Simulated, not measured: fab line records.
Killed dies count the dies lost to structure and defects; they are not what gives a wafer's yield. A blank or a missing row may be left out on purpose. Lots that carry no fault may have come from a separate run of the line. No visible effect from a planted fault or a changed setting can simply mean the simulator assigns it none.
Commonality check across tools :: flow rit cmos :: 45 wafers sampled across 15 lots

## WHY THIS WAS OPENED
At RIT_PWELL_TW_MEAS_10 the reading PWELL_TW is flagged on 3 of 15 lots. Fault-free wafers read 949, with a standard deviation of 6.5.
Rule: a lot gets a flag if all its wafers with a number sit over 4 standard deviations from that mean, or if no wafer of it has a number. All remaining lots are regarded as sound.

lot: L766
measured: day 1 23:00
on: film metro-04
PWELL_TW, wafer by wafer: 948 949 952
flag: 

lot: L768
measured: day 2 12:14
on: film metro-01
PWELL_TW, wafer by wafer: 940 943 943
flag: 

lot: L769
measured: day 2 20:35
on: film metro-01
PWELL_TW, wafer by wafer: 939 942 937
flag: 

lot: L772
measured: day 3 10:45
on: film metro-01
PWELL_TW, wafer by wafer: 939 939 934
flag: 

lot: L773
measured: day 3 16:25
on: film metro-04
PWELL_TW, wafer by wafer: 956 957 956
flag: 

lot: L774
measured: day 3 18:40
on: film metro-01
PWELL_TW, wafer by wafer: 1168 1177 1169
flag: FLAGGED

lot: L775
measured: day 3 22:01
on: film metro-03
PWELL_TW, wafer by wafer: 944 949 948
flag: 

lot: L776
measured: day 4 10:02
on: film metro-04
PWELL_TW, wafer by wafer: 953 954 954
flag: 

lot: L778
measured: day 4 16:38
on: film metro-04
PWELL_TW, wafer by wafer: 1193 1188 1190
flag: FLAGGED

lot: L780
measured: day 5 00:25
on: film metro-01
PWELL_TW, wafer by wafer: 943 938 945
flag: 

lot: L785
measured: day 5 23:52
on: film metro-01
PWELL_TW, wafer by wafer: 1184 1174 1171
flag: FLAGGED

lot: L786
measured: day 6 03:40
on: film metro-04
PWELL_TW, wafer by wafer: 948 950 950
flag: 

lot: L787
measured: day 6 09:05
on: film metro-04
PWELL_TW, wafer by wafer: 944 947 950
flag: 

lot: L788
measured: day 6 14:37
on: film metro-01
PWELL_TW, wafer by wafer: 947 946 946
flag: 

lot: L789
measured: day 6 21:27
on: film metro-04
PWELL_TW, wafer by wafer: 953 951 952
flag: 
On average the flagged lots' numbers are 1179, which is +230 against the usual, or +35 standard deviations.

## WHICH TOOL RAN EACH LOT
The record holds 1 process step before the reading, out of a route of 202 steps. Cell contents, in order: the tool; ch with the chambers the sampled wafers went through; the start.
lot: L766
flag: 
RIT_PWELL_IMPLANT_08: implanter-01 ch 0, day 1 22:41

lot: L768
flag: 
RIT_PWELL_IMPLANT_08: implanter-02 ch 0, day 2 11:54

lot: L769
flag: 
RIT_PWELL_IMPLANT_08: implanter-02 ch 0, day 2 20:19

lot: L772
flag: 
RIT_PWELL_IMPLANT_08: implanter-03 ch 0, day 3 10:26

lot: L773
flag: 
RIT_PWELL_IMPLANT_08: implanter-03 ch 0, day 3 16:05

lot: L774
flag: FLAGGED
RIT_PWELL_IMPLANT_08: implanter-01 ch 0, day 3 18:02

lot: L775
flag: 
RIT_PWELL_IMPLANT_08: implanter-02 ch 0, day 3 21:43

lot: L776
flag: 
RIT_PWELL_IMPLANT_08: implanter-01 ch 0, day 4 09:44

lot: L778
flag: FLAGGED
RIT_PWELL_IMPLANT_08: implanter-02 ch 0, day 4 15:59

lot: L780
flag: 
RIT_PWELL_IMPLANT_08: implanter-03 ch 0, day 5 00:05

lot: L785
flag: FLAGGED
RIT_PWELL_IMPLANT_08: implanter-03 ch 0, day 5 23:13

lot: L786
flag: 
RIT_PWELL_IMPLANT_08: implanter-02 ch 0, day 6 03:23

lot: L787
flag: 
RIT_PWELL_IMPLANT_08: implanter-02 ch 0, day 6 08:46

lot: L788
flag: 
RIT_PWELL_IMPLANT_08: implanter-01 ch 0, day 6 14:17

lot: L789
flag: 
RIT_PWELL_IMPLANT_08: implanter-03 ch 0, day 6 21:08
These steps, and what they do:
- RIT_PWELL_IMPLANT_08
- RIT_PWELL_TW_MEAS_10

## FLAGGED OVER TOTAL, TOOL BY TOOL (the gauges that took the reading come last)
step: RIT_PWELL_IMPLANT_08
tool: implanter-01
lots run: 4
flagged: 1
share of the flagged lots: some
sound lots run after its first flagged lot: 2 (L776,L788)

step: RIT_PWELL_IMPLANT_08
tool: implanter-02
lots run: 6
flagged: 1
share of the flagged lots: some
sound lots run after its first flagged lot: 2 (L786,L787)

step: RIT_PWELL_IMPLANT_08
tool: implanter-03
lots run: 5
flagged: 1
share of the flagged lots: some
sound lots run after its first flagged lot: 1 (L789)

step: RIT_PWELL_TW_MEAS_10
tool: film metro-01
lots run: 7
flagged: 2
share of the flagged lots: some
sound lots run after its first flagged lot: 2 (L780,L788)

step: RIT_PWELL_TW_MEAS_10
tool: film metro-03
lots run: 1
flagged: 0
share of the flagged lots: none
sound lots run after its first flagged lot: -

step: RIT_PWELL_TW_MEAS_10
tool: film metro-04
lots run: 7
flagged: 1
share of the flagged lots: some
sound lots run after its first flagged lot: 3 (L786,L787,L789)

## WHAT THE TABLE PERMITS
No row of the table ran every flagged lot.

## WHAT THE SIMULATOR HAD INSERTED
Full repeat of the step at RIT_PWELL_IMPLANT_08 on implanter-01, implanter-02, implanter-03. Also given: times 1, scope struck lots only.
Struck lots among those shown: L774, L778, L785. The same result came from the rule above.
